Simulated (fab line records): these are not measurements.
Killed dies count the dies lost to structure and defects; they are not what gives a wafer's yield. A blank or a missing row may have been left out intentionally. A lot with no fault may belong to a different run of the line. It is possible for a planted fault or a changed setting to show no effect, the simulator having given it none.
A single fault, viewed from 2 desks | flow berkeleyCmos170 | only its own numbers are on each desk; what lay behind them is given at the end

FROM THE METROLOGY DESK
What the gauges read for every lot (on any tool): the sampled wafers with a number, averaged. The brackets show how far a lot's mean lies from the usual mean; more than 4 standard deviations puts the lot out of limits, marked OUT.
Columns: A = cdNm at UCB170_V2_CD_MEAS_12, usual 700.1 nm; B = cdNm at UCB170_M3_CD_MEAS_15, usual 700.0 nm
lot  | first seen here | A     | B
L346 | day 8 20:44     | 702.1 | 699.5
L348 | day 9 15:10     | 699.0 | 699.2
L349 | day 9 15:15     | 700.9 | 700.0
L352 | day 10 06:26    | 700.6 | 700.5
L355 | day 10 16:54    | 698.5 | 700.8
L360 | day 11 15:20    | 700.5 | 698.9
L362 | day 11 17:25    | 700.6 | 700.5
L359 | day 11 18:11    | 704.6 | 700.5
L363 | day 16 16:31    | 698.1 | 699.0
L366 | day 16 19:03    | 701.8 | 700.3
L368 | day 16 19:05    | 700.9 | 700.0
L367 | day 16 22:34    | 697.7 | 699.6
L365 | day 16 22:50    | 701.1 | 701.2
This desk's verdict: no lot among the 13 shows anything out of limits.

TOOL OWNER'S DESK, krfScanner-02
The tool's own readings at UCB170_V2_EXPOSE_09 (exposes mask VIA2, target cd 700 nm): means of the sampled wafers that have a number, for each lot that ran on this tool. The brackets show how far a lot's mean lies from the usual mean; more than 4 standard deviations puts the lot out of limits, marked OUT.
Columns: A = exposureDoseMJCm2 at UCB170_V2_EXPOSE_09, usual 36.97; B = stageVelMmS at UCB170_V2_EXPOSE_09, usual 500.05 mm/s
lot  | first seen here | A               | B
L348 | day 9 14:33     | 36.96           | 500.08
L359 | day 11 17:35    | 35.80 (-31) OUT | 500.02
L363 | day 16 15:01    | 36.97           | 500.08
L366 | day 16 16:22    | 36.94           | 500.09
L367 | day 16 19:29    | 36.95           | 500.04
L365 | day 16 19:46    | 36.93           | 499.92
This desk finds L359 out of limits, L359 being first, at day 11 17:35 (exposureDoseMJCm2 at UCB170_V2_EXPOSE_09). L348, L363, L366, L367, L365: within limits.

PUT TOGETHER
An alarm could have come from the tool owner's desk at day 11 17:35, on L359.
Metrology desk: nothing out of limits seen.
The metrology desk has L359 on record, within its limits.
Of the lots named, all ran UCB170_V2_EXPOSE_09 on krfScanner-02.

WHAT WAS PUT IN BY THE SIMULATOR
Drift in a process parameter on krfScanner-02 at UCB170_V2_EXPOSE_09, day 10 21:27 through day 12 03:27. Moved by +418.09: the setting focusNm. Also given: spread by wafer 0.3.
Shown lots that were struck: L359.
How many hours passed from the start of the fault until each desk's first out-of-limits reading: the tool owner's desk, 20.
